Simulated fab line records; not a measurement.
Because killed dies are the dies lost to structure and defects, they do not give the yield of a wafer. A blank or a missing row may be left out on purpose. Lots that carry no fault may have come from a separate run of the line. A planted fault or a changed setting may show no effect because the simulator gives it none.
Struck lot and sound lot, side by side + flow rit_cmos + 15 steps out of a route of 202
Sound: the wafers L979.1, L979.3, L979.6. Struck: wafers L986.1, L986.3 (left out: L986.5, a lot-mate that was not struck); the cause follows at the end.
Order at every step that has rows: each side's tool, ch and its chambers, its first start. Under that, the readings that differ: sound wafers + struck wafers + difference of the means + sigmas: that difference in standard deviations of wafers without a fault.
alike: same words and numbers on both sides, and readings whose means sit less than 2 such deviations apart. not compared: any withheld reading, any reading some wafer has no value for, any bound like >300 that may hide the same value, and any number with overlapping values for which the record gives no deviation.
Wherever a step has rows on one side only, a row that says differs or no value, or a row with sigmas, the two part there. When numbers do not overlap yet have no deviation, they are printed without sigmas and do not part them. A reading missing from all wafers of one side parts the sides only when that side holds two or more wafers.

first, 1 step without rows for these wafers: RIT_GATE_CVD_08 (deposits poly-Si from SiH4, target thk 250 nm, time 2220 s).
RIT_GATE_THK_MEAS_09:
  sound on film_metro-04, day 3 12:18; struck on film_metro-04, day 4 23:49
| reading            | sound             | struck      | difference | sigmas |
|--------------------|-------------------|-------------|------------|--------|
| GATE_POLY_THK (nm) | 246.2 245.4 246.0 | 251.0 250.8 | +5.0       | +2     |
then, 6 steps without rows for these wafers: RIT_GATE_HMDS_10 (prime time 60 s); RIT_GATE_COAT_11 (resist thk 850 nm); RIT_GATE_SOFTBAKE_12 (time 60 s); RIT_GATE_EXPOSE_13 (exposes mask M6, target cd 150 nm); RIT_GATE_PEB_14; RIT_GATE_DEVELOP_15 (develop time 50 s).
RIT_GATE_CD_MEAS_16: target cd 150 nm.
  sound on cd_sem-01, day 3 13:13; struck on cd_sem-01, day 5 00:44
  alike: cd_nm
RIT_GATE_OVL_MEAS_17:
  sound on overlay-01, day 3 13:20; struck on overlay-02, day 5 00:51
  alike: GATE_OVL
then, 1 step without rows for these wafers: RIT_GATE_HARDBAKE_18 (time 60 s).
RIT_GATE_ETCH_19: etches poly-Si in SF6/CHF3/O2, stops on SiO2, time 165 s, target depth 312.5 nm.
  sound on rie_si-02 ch 1,2,3, day 3 13:31; struck on rie_si-01 ch 0,3, day 5 01:02
| reading              | sound             | struck      | difference | sigmas |
|----------------------|-------------------|-------------|------------|--------|
| SF6_flow_sccm (sccm) | 30.05 30.05 30.05 | 29.85 29.86 | -0.20      | -2     |
  alike: O2_flow_sccm, drypump_motor_current_A, oes_product_au, throttle_valve_pct
  not compared: rf_hours_counter_h
RIT_GATE_STRIP_20: strips in O2, time 180 s.
  sound on plasma_asher-01 ch 0,1, day 3 13:37; struck on plasma_asher-03 ch 1, day 5 01:09
| reading             | sound          | struck    | difference | sigmas |
|---------------------|----------------|-----------|------------|--------|
| o2_flow_sccm (sccm) | 4012 4028 4000 | 4802 4791 | +783       | +56    |
  alike: drypump_motor_current_A
  not compared: rf_hours_counter_h
RIT_GATE_CD_MEAS_90: target cd 150 nm.
  sound on cd_sem-02, day 3 13:48; struck on cd_sem-01, day 5 01:19
  alike: cd_nm
RIT_M1_PROBE_99:
  sound on prober-01, day 4 09:13; struck on prober-02, day 5 20:37
  alike: killed_at_M0_to_M3, killed_at_contacts, killed_at_front_end, killed_dies, killed_open, killed_short

== WHERE THEY PART ==
At RIT_GATE_THK_MEAS_09 first; at RIT_GATE_STRIP_20 last (within this record only). Later steps at which nothing parts them and some readings are alike: RIT_GATE_CD_MEAS_90, RIT_M1_PROBE_99.

WHY: what the simulator had put in
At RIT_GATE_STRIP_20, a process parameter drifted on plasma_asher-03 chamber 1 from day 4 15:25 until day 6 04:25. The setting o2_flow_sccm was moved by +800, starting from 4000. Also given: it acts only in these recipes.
